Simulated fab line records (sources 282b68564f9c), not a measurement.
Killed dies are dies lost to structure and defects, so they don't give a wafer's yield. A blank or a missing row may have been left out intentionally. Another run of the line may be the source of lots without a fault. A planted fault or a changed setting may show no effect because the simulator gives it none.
fab line records | flow rit_cmos
[record] lots = 7 wafers = 21 last_day = 7
route steps=202 shown PRETRO@69 GATE@75 FOX2@80 M1@202
lots with no fault: from the same line, run without faults
start_h: start of the lot's first displayed wafer, in hours after the record's first day | wait_h: hours since the lot's step before | " same as the row above | L1.1+2: several wafers, shown together as one row | - no value present, or no start provided | * or withheld: withheld | < > ~ a bound
route shown NAME@n: names a module that has steps shown in the file, with the first one's number in the route | usual: average and standard deviation across the fault-free wafers | same: alike in all rows | chamber/n: place in a boat | sites: each site's reading | _std_site: standard deviation across them | _edge_site: mean of outer sites minus mean of inner sites | radius_mm: how far each site lies from the wafer's centre | mask NAME#n: copy n | behind: the tool/chamber that last shaped the wafer | hold: reason for holding the lot/hours on hold/outcome of the hold | device: the transistor (n, p or np) that didn't switch | end of line: the same wafers' tests at the end of the route | step lacking rows: just its recipe | killed: not the wafer's yield, but the dies lost to structure and defects at the first sort | map: a wafer's dies, x killed, . not, _ none there
set.NAME: setting as actually run; set.NAME@STEP: the setting as run at that earlier step | model.NAME: the simulator's own value behind a step, which no gauge read
lots at some steps of the route; a table a step, a row a wafer
services: the hour from which a tool's chamber was out of use, counted from the record's first day as start_h (under 0 if before that day), plus the number of hours and why
[[steps]]
[step RIT_PRETRO_DEVELOP_05]
[recipe] resist = NOVOLAK develop_time_s = 68 dev_temp_c = 23
[step RIT_PRETRO_OVL_MEAS_06]
[usual] PRETRO_OVL = 1.0/1.2
// columns lot.wafer tool chamber start_h wait_h PRETRO_OVL[nm]
L406.1 overlay-01 - 63.94 - -0.9
L406.2 " - " " -1.6
L406.3 " - " " 0.1
L412.1 overlay-02 - 97.36 - 1.9
L412.3 " - " " 1.4
L412.5 " - " " 0.3
L418.2 overlay-02 - 123.51 - 2.8
L418.3 " - " " 2.6
L418.4 " - " " 3.2
L417.2 overlay-01 - 124.27 - 1.0
L417.3 " - " " 1.4
L417.5 " - " " 1.6
L420.2 overlay-01 - 128.58 - 0.2
L420.4 " - " " 0.7
L420.5 " - " " 1.1
L421.2 overlay-01 - 134.46 - 0.0
L421.4 " - " " 0.3
L421.6 " - " " 1.2
L423.1 overlay-01 - 143.00 - -0.1
L423.3 " - " " -0.2
L423.5 " - " " -0.6
[step RIT_PRETRO_HARDBAKE_07]
[recipe] resist = NOVOLAK temp_c = 140 time_s = 120
[step RIT_PRETRO_IMPLANT_08]
[recipe] species = B energy_kev = 45 dose_cm2 = 1.2e+13 tilt_deg = 7
[step RIT_PRETRO_STRIP_09]
[recipe] chemistry = O2 time_s = 180 resist = NOVOLAK platen_temp_c = withheld power_w = 500 pressure_mtorr = 4000 o2_flow_sccm = 4000
[usual] drypump_motor_current_A = 5.8/0.5
// columns lot.wafer tool chamber start_h wait_h drypump_motor_current_A rf_hours_counter_h
L406.1 plasma_asher-02 0 64.37 0.1 5.7 42
L406.2 " 1 " " 6.5 42
L406.3 " 1 " " 6.4 -
L412.1 plasma_asher-02 0 97.79 0.1 5.7 44
L412.3 " 0 " " 5.7 -
L412.5 " 0 " " 5.7 -
L418.2 plasma_asher-02 1 124.19 0.1 6.4 48
L418.3 " 1 " " 6.4 -
L418.4 " 0 " " 5.7 -
L417.2 plasma_asher-02 0 125.06 0.1 5.7 48
L417.3 " 1 " " 6.4 -
L417.5 " 1 " " 6.4 -
L420.2 plasma_asher-01 0 129.13 0.1 6.0 29
L420.4 " 0 " " 6.0 -
L420.5 " 1 " " 5.7 -
L421.2 plasma_asher-02 1 135.10 0.1 6.4 50
L421.4 " 1 " " 6.4 -
L421.6 " 0 " " 5.7 -
L423.1 plasma_asher-03 0 143.44 0.1 5.7 4
L423.3 " 0 " " 5.7 -
L423.5 " 0 " " 5.7 -
[step RIT_PRETRO_TW_MEAS_10]
[usual] PRETRO_TW = 477/4.3
// columns lot.wafer tool chamber start_h wait_h PRETRO_TW
L406.1 film_metro-02 - 64.55 0.1 480
L406.2 " - " " 479
L406.3 " - " " 480
L412.1 film_metro-01 - 97.97 0.1 470
L412.3 " - " " 473
L412.5 " - " " 470
L418.2 film_metro-04 - 124.37 0.1 480
L418.3 " - " " 477
L418.4 " - " " 478
L417.2 film_metro-01 - 125.24 0.1 474
L417.3 " - " " 474
L417.5 " - " " 472
L420.2 film_metro-02 - 129.32 0.1 479
L420.4 " - " " 479
L420.5 " - " " 480
L421.2 film_metro-02 - 135.29 0.1 477
L421.4 " - " " 481
L421.6 " - " " 483
L423.1 film_metro-01 - 143.61 0.1 469
L423.3 " - " " 470
L423.5 " - " " 470
[step RIT_GATE_WET_ETCH_00]
[recipe] chemistry = BOE target = SiO2 target_depth_nm = 56 time_s = 60 dry = n2_spin dilution = 10:1 temp_c = 21.5
[step RIT_GATE_CLEAN_01]
[recipe] chemistry = SC1 mix = 3:3:50 time_s = 600 temp_c = 75
[step RIT_GATE_CLEAN_02]
[recipe] chemistry = dHF dilution = 50:1 time_s = 30
[step RIT_GATE_CLEAN_03]
[recipe] chemistry = SC2 mix = 3:3:50 time_s = 600 temp_c = 75 dry = n2_spin
[step RIT_GATE_CLEAN_04]
[recipe] chemistry = dHF dilution = 50:1 time_s = 60 dry = n2_spin
[step RIT_FOX2_THK_MEAS_91]
[recipe] reads = SiO2_of_FOX2_OXIDATION_00
[usual] FIELD_OXIDE_LEFT_2_THK = 257/5.6
// columns lot.wafer tool chamber start_h wait_h FIELD_OXIDE_LEFT_2_THK[nm]
L406.1 film_metro-02 - 65.03 0.0 259
L406.2 " - " " 255
L406.3 " - " " 255
L412.1 film_metro-04 - 98.67 0.0 262
L412.3 " - " " 263
L412.5 " - " " 263
L418.2 film_metro-04 - 124.85 0.0 251
L418.3 " - " " 259
L418.4 " - " " 260
L417.2 film_metro-04 - 125.72 0.0 258
L417.3 " - " " 263
L417.5 " - " " 249
L420.2 film_metro-02 - 129.81 0.0 269
L420.4 " - " " 262
L420.5 " - " " 263
L421.2 film_metro-02 - 135.81 0.0 249
L421.4 " - " " 251
L421.6 " - " " 250
L423.1 film_metro-02 - 144.09 0.0 242
L423.3 " - " " 246
L423.5 " - " " 254
[step RIT_GATE_OXIDATION_05]
[recipe] temp_c = 900 ambient = O2 target_thk_a = 30 ox_time_s = 270
[usual] spike_tc_centre_C = 902.0/1.9 tube_center_temp_C_max = 902.3/0.34 zone_power_source_pct = 27.0/1.9
// columns lot.wafer tool chamber start_h wait_h spike_tc_centre_C tube_center_temp_C_max zone_power_source_pct model.SiO2_of_GATE_OXIDATION_05.thk_nm
L406.1 furnace-03 0 74.24 9.2 905.2 902.0 29.5 2.965
L406.2 " 0 " " 902.5 902.4 29.6 3.007
L406.3 " 0 " " 902.3 902.0 29.4 2.944
L412.1 furnace-01 0 102.82 4.1 902.2 902.1 24.2 2.999
L412.3 " 0 " " 903.5 901.8 24.7 3.068
L412.5 " 0 " " 901.6 901.9 24.4 3.044
L418.2 furnace-01 0 125.44 0.6 884.2 903.0 25.1 2.909
L418.3 " 0 " " 882.5 902.0 25.6 2.931
L418.4 " 0 " " 883.6 902.6 25.5 2.926
L417.2 furnace-01 0 126.52 0.8 883.2 902.7 25.7 2.97
L417.3 " 0 " " 883.2 902.4 25.7 2.878
L417.5 " 0 " " 884.2 903.0 25.1 2.78
L420.2 furnace-01 0 129.86 0.0 883.4 902.8 25.3 2.756
L420.4 " 0 " " 882.7 901.9 25.8 2.861
L420.5 " 0 " " 882.6 902.6 25.9 2.895
L421.2 furnace-04 0 137.05 1.2 900.0 902.4 26.5 3.034
L421.4 " 0 " " 899.2 902.1 26.4 2.993
L421.6 " 0 " " 901.1 901.7 26.4 3.027
L423.1 furnace-03 0 144.15 0.1 902.6 902.1 29.6 3.03
L423.3 " 0 " " 905.1 902.2 29.4 2.967
L423.5 " 0 " " 903.3 902.7 29.8 2.987
[step RIT_GATE_ANNEAL_06]
[recipe] temp_c = 900 time_s = 600 ambient = N2O
[step RIT_GATE_THK_MEAS_07]
[recipe] reads = SiO2_of_GATE_OXIDATION_05
[usual] GATE_OXIDE_THK = 3.02/0.057
// columns lot.wafer tool chamber start_h wait_h hold GATE_OXIDE_THK[nm]
L406.1 film_metro-04 - 77.71 0.0 - 2.98
L406.2 " - " " - 3.05
L406.3 " - " " - 2.93
L412.1 film_metro-04 - 108.27 0.0 - 3.02
L412.3 " - " " - 3.07
L412.5 " - " " - 3.13
L418.2 film_metro-02 - 127.64 0.0 await_dispo/0.2h/release 2.87
L418.3 " - " " await_dispo/0.2h/release 2.95
L418.4 " - " " await_dispo/0.2h/release 2.97
L418.2 film_metro-02 - 127.95 0.3 - 2.92
L418.3 " - " " - 2.92
L418.4 " - " " - 2.92
L417.2 film_metro-02 - 127.89 0.0 await_dispo/0.2h/release 2.95
L417.3 " - " " await_dispo/0.2h/release 2.88
L417.5 " - " " await_dispo/0.2h/release 2.78
L417.2 film_metro-02 - 128.12 0.2 - 2.96
L417.3 " - " " - 2.95
L417.5 " - " " - 2.73
L420.2 film_metro-02 - 131.73 0.0 await_dispo/0.2h/release 2.79
L420.4 " - " " await_dispo/0.2h/release 2.89
L420.5 " - " " await_dispo/0.2h/release 2.88
L420.2 film_metro-02 - 131.96 0.2 - 2.80
L420.4 " - " " - 2.82
L420.5 " - " " - 2.84
L421.2 film_metro-03 - 139.70 0.0 - 3.06
L421.4 " - " " - 2.94
L421.6 " - " " - 3.03
L423.1 film_metro-04 - 145.53 0.1 - 3.06
L423.3 " - " " - 2.98
L423.5 " - " " - 3.00
[step RIT_M1_PROBE_99]
[usual] killed_at_front_end = 6.7/2.9 killed_dies = 6.8/2.9 killed_open = 3.5/2.1 killed_short = 3.2/1.9
[same] gross_dies = 264 killed_at_M0_to_M3 = 0 killed_at_M4_up = 0 killed_at_back_side = 0 killed_at_contacts = 0 killed_at_other = 0
// columns lot.wafer tool chamber start_h wait_h killed_at_front_end killed_dies killed_open killed_short
L406.1 prober-02 - 106.78 0.1 7 7 3 4
L406.2 prober-02 - 106.83 0.1 7 7 6 1
L406.3 prober-02 - 106.88 0.2 6 6 6 0
L412.1 prober-02 - 135.87 0.1 5 5 5 0
L412.3 prober-02 - 135.97 0.2 4 4 3 1
L412.5 prober-02 - 136.07 0.2 4 4 1 3
L418.2 prober-01 - 156.80 0.1 5 5 2 3
L418.3 prober-01 - 156.85 0.2 13 13 8 5
L418.4 prober-01 - 156.90 0.2 6 6 2 4
L417.2 prober-02 - 159.89 0.1 7 7 3 4
L417.3 prober-02 - 159.94 0.2 7 7 2 5
L417.5 prober-02 - 160.04 0.2 6 6 4 2
L420.2 prober-01 - 161.49 0.1 5 5 3 2
L420.4 prober-01 - 161.59 0.2 2 2 1 1
L420.5 prober-01 - 161.64 0.2 9 9 6 3
L421.2 prober-01 - 164.44 0.1 5 5 1 4
L421.4 prober-01 - 164.54 0.2 6 6 3 3
L421.6 prober-01 - 164.64 0.2 4 4 1 3
L423.1 prober-01 - 171.66 0.1 12 12 8 4
L423.3 prober-01 - 171.76 0.2 6 6 3 3
L423.5 prober-01 - 171.86 0.2 7 7 5 2
// killed by level:class
L406.1 REOX:geometric_particle:short=2 FOX1:geometric_particle:short=1 GATE:geometric_particle:short=1 GATE:geometric_particle:open=1 REOX:geometric_particle:open=1 SILICIDE:geometric_particle:open=1
L406.2 GATE:geometric_particle:open=6 FOX1:geometric_particle:short=1
L406.3 GATE:geometric_particle:open=2 REOX:geometric_particle:open=2 SPACER:geometric_particle:open=2
L412.1 SPACER:geometric_particle:open=3 SILICIDE:geometric_particle:open=2
L412.3 SPACER:geometric_particle:open=3 SILICIDE:geometric_particle:short=1
L412.5 FOX1:geometric_particle:short=1 FOX2:geometric_particle:short=1 SILICIDE:geometric_particle:open=1 SILICIDE:geometric_particle:short=1
L418.2 SPACER:geometric_particle:open=2 SILICIDE:geometric_particle:short=2 REOX:geometric_particle:short=1
L418.3 FOX2:geometric_particle:open=3 GATE:geometric_particle:short=3 GATE:geometric_particle:open=2 FOX1:geometric_particle:short=1 FOX1:geometric_particle:open=1 SPACER:geometric_particle:open=1 SPACER:geometric_particle:short=1 SILICIDE:geometric_particle:open=1
L418.4 GATE:geometric_particle:short=4 GATE:geometric_particle:open=2
L417.2 GATE:geometric_particle:short=4 FOX1:geometric_particle:open=1 GATE:geometric_particle:open=1 SILICIDE:geometric_particle:open=1
L417.3 GATE:geometric_particle:short=4 FOX1:geometric_particle:open=1 REOX:geometric_particle:open=1 REOX:geometric_particle:short=1
L417.5 SPACER:geometric_particle:open=2 SILICIDE:geometric_particle:open=2 GATE:geometric_particle:short=1 SILICIDE:geometric_particle:short=1
L420.2 FOX1:geometric_particle:open=1 FOX2:geometric_particle:open=1 GATE:geometric_particle:short=1 REOX:geometric_particle:short=1 SPACER:geometric_particle:open=1
L420.4 FOX2:geometric_particle:open=1 REOX:geometric_particle:short=1
L420.5 GATE:geometric_particle:open=2 SILICIDE:geometric_particle:short=2 FOX2:geometric_particle:open=1 FOX2:geometric_particle:short=1 REOX:geometric_particle:open=1 SPACER:geometric_particle:open=1 SILICIDE:geometric_particle:open=1
L421.2 GATE:geometric_particle:short=4 GATE:geometric_particle:open=1
L421.4 GATE:geometric_particle:short=3 GATE:geometric_particle:open=2 SPACER:geometric_particle:open=1
L421.6 SPACER:geometric_particle:short=2 FOX1:geometric_particle:short=1 SPACER:geometric_particle:open=1
L423.1 SPACER:geometric_particle:open=4 GATE:geometric_particle:open=2 FOX1:geometric_particle:short=1 FOX1:geometric_particle:open=1 GATE:geometric_particle:short=1 REOX:geometric_particle:open=1 REOX:geometric_particle:short=1 SPACER:geometric_particle:short=1
L423.3 SPACER:geometric_particle:open=2 SPACER:geometric_particle:short=2 REOX:geometric_particle:open=1 SILICIDE:geometric_particle:short=1
L423.5 SILICIDE:geometric_particle:open=3 GATE:geometric_particle:open=1 REOX:geometric_particle:short=1 SPACER:geometric_particle:open=1 SPACER:geometric_particle:short=1
[[services]]
// columns tool chamber start_h hours kind
plasma_asher-01 - 52.31 4.0 repair
furnace-03 - 54.34 3.5 pm
plasma_asher-01 - 64.14 1.0 repair
furnace-01 - 75.16 19.3 repair
furnace-01 - 94.50 2.9 pm
furnace-03 - 98.00 2.9 pm
plasma_asher-01 - 98.66 2.8 pm
furnace-03 - 99.99 10.3 repair
plasma_asher-03 - 108.88 9.0 pm
plasma_asher-03 0 108.88 9.0 vent_cycle
plasma_asher-03 1 108.88 9.0 vent_cycle
plasma_asher-03 0 117.88 - clean
plasma_asher-03 1 117.88 - clean
[[key]]
[first_sign] step = RIT_GATE_OXIDATION_05 reading = spike_tc_centre_C direction = down sigmas = 10 usual = 902.0 struck = 883.3
[effect] step = RIT_GATE_THK_MEAS_07 reading = visit direction = added
[model_effect] step = RIT_GATE_OXIDATION_05 value = SiO2_of_GATE_OXIDATION_05.thk_nm without = 3.034 struck = 2.878
met_at RIT_GATE_OXIDATION_05
struck_wafers L417.2,L417.3,L417.5,L418.2,L418.3,L418.4,L420.2,L420.4,L420.5
tester_left_out L417,L418,L420
[fault] kind = process_parameter_drift tool = furnace-01 chamber = - onset_h = 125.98 steps = RIT_GATE_OXIDATION_05 channel = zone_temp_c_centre offset = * shape = step end_h = 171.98
// tester_left_out: of these lots the tester's yield and bins aren't shown, on N5 and GAA mostly nor the transistor test; their killed dies are dies lost to structure and defects alone, not to doping, threshold or leakage, so they don't give the yield
